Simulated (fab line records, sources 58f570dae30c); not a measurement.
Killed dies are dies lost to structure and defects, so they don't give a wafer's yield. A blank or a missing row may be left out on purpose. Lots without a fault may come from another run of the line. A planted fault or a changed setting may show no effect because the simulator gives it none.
fab line records | flow berkeley_cmos170
record lots=14 wafers=42 last_day=12
route steps=331 shown PWELL@49
lots that met no fault: from a run of the same line without faults
start_h: hours from the record's first day to the start of the lot's first wafer shown | wait_h: hours since the lot's step before | " the same as in the row above | L1.1+2: a row that stands for several wafers | - no value, or no start given | * or withheld: withheld | < > ~ a bound
route shown NAME@n: a module of which the file shows steps, and the number in the route of the first | usual: mean/standard deviation of fault-free wafers | same: alike in all rows | chamber/n: place in a boat | sites: the reading at each site | _std_site: their standard deviation | _edge_site: outer sites' mean less inner sites' | radius_mm: how far each site lies from the wafer's centre | mask NAME#n: copy n | behind: the tool/chamber that last shaped the wafer | hold: why the lot was held/for how many hours/how that ended | device: the transistor (n, p or np) that didn't switch | end of line: the same wafers' tests at the end of the route | a step without rows: its recipe alone | killed: dies lost to structure and defects at the first sort, not the wafer's yield | map: a wafer's dies, x killed, . not, _ none there
set.NAME: the setting as run; set.NAME@STEP: as run at that earlier step | model.NAME: the simulator's own value behind a step, which no gauge read
steps of the route over a sample of lots; a table a step, a row a wafer
## steps
# step UCB170_PWELL_IMPLANT_15
# recipe species=B dose_cm2=5e+12 energy_kev=60 tilt_deg=7
# usual beam_energy_keV=60.000/0.02 dose_ions_cm2=5.001e+12/5.6e+09
# columns lot.wafer tool chamber start_h wait_h beam_energy_keV dose_ions_cm2
L534.2 implanter-03 0 46.84 0.1 59.996 4.995e+12
L534.3 " 0 " " 59.979 4.997e+12
L534.5 " 0 " " 59.975 4.995e+12
L536.3 implanter-01 0 61.41 0.1 59.992 4.999e+12
L536.4 " 0 " " 59.982 5.005e+12
L536.5 " 0 " " 59.970 5.003e+12
L539.2 implanter-02 0 78.71 0.1 60.026 5.002e+12
L539.4 " 0 " " 59.984 4.989e+12
L539.5 " 0 " " 60.013 4.996e+12
L540.3 implanter-01 0 82.44 0.1 60.012 4.994e+12
L540.4 " 0 " " 60.008 4.993e+12
L540.6 " 0 " " 60.028 4.988e+12
L541.2 implanter-01 0 86.69 0.1 59.993 5.008e+12
L541.3 " 0 " " 59.995 5.002e+12
L541.4 " 0 " " 59.999 4.998e+12
L543.1 implanter-03 0 93.48 0.1 60.021 5.005e+12
L543.3 " 0 " " 60.031 4.998e+12
L543.5 " 0 " " 60.048 4.997e+12
L544.2 implanter-02 0 94.09 0.1 59.990 4.999e+12
L544.5 " 0 " " 59.996 5.001e+12
L544.6 " 0 " " 60.024 5.001e+12
L545.1 implanter-03 0 104.93 0.1 59.991 5.004e+12
L545.2 " 0 " " 59.972 5e+12
L545.5 " 0 " " 60.010 5.009e+12
L547.1 implanter-01 0 111.35 0.1 59.996 5.006e+12
L547.3 " 0 " " 59.985 5.002e+12
L547.5 " 0 " " 60.000 5.006e+12
L552.2 implanter-01 0 135.36 0.1 60.006 4.995e+12
L552.4 " 0 " " 60.028 5.005e+12
L552.6 " 0 " " 60.021 4.995e+12
L551.1 implanter-03 0 135.51 0.1 59.993 4.994e+12
L551.2 " 0 " " 60.015 5.003e+12
L551.5 " 0 " " 59.990 4.997e+12
L554.4 implanter-03 0 149.57 0.1 61.311 5.012e+12
L554.5 " 0 " " 61.312 5.004e+12
L554.6 " 0 " " 61.296 5.008e+12
L553.1 implanter-03 0 149.67 0.1 61.295 5.001e+12
L553.2 " 0 " " 61.326 5.001e+12
L553.3 " 0 " " 61.333 4.999e+12
L555.2 implanter-02 0 154.23 0.1 59.993 4.996e+12
L555.3 " 0 " " 59.975 5.002e+12
L555.4 " 0 " " 59.998 4.994e+12
## key
first_sign step=UCB170_PWELL_IMPLANT_15 reading=beam_energy_keV direction=up sigmas=66 usual=60.000 struck=61.312
effect none on later readings
met_at UCB170_PWELL_IMPLANT_15
struck_lots L553,L554
tester_left_out L553,L554
onset_between 135.51 149.57
fault kind=process_parameter_drift tool=implanter-03 chamber=- onset_h=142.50 steps=UCB170_PWELL_IMPLANT_15 channel=energy_kev offset=1.3193 shape=step end_h=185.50 acts_in=these_recipes_only stated=60
# tester_left_out: of these lots the tester's yield and bins aren't shown, on N5 and GAA mostly nor the transistor test; their killed dies are dies lost to structure and defects alone, not to doping, threshold or leakage, so they don't give the yield
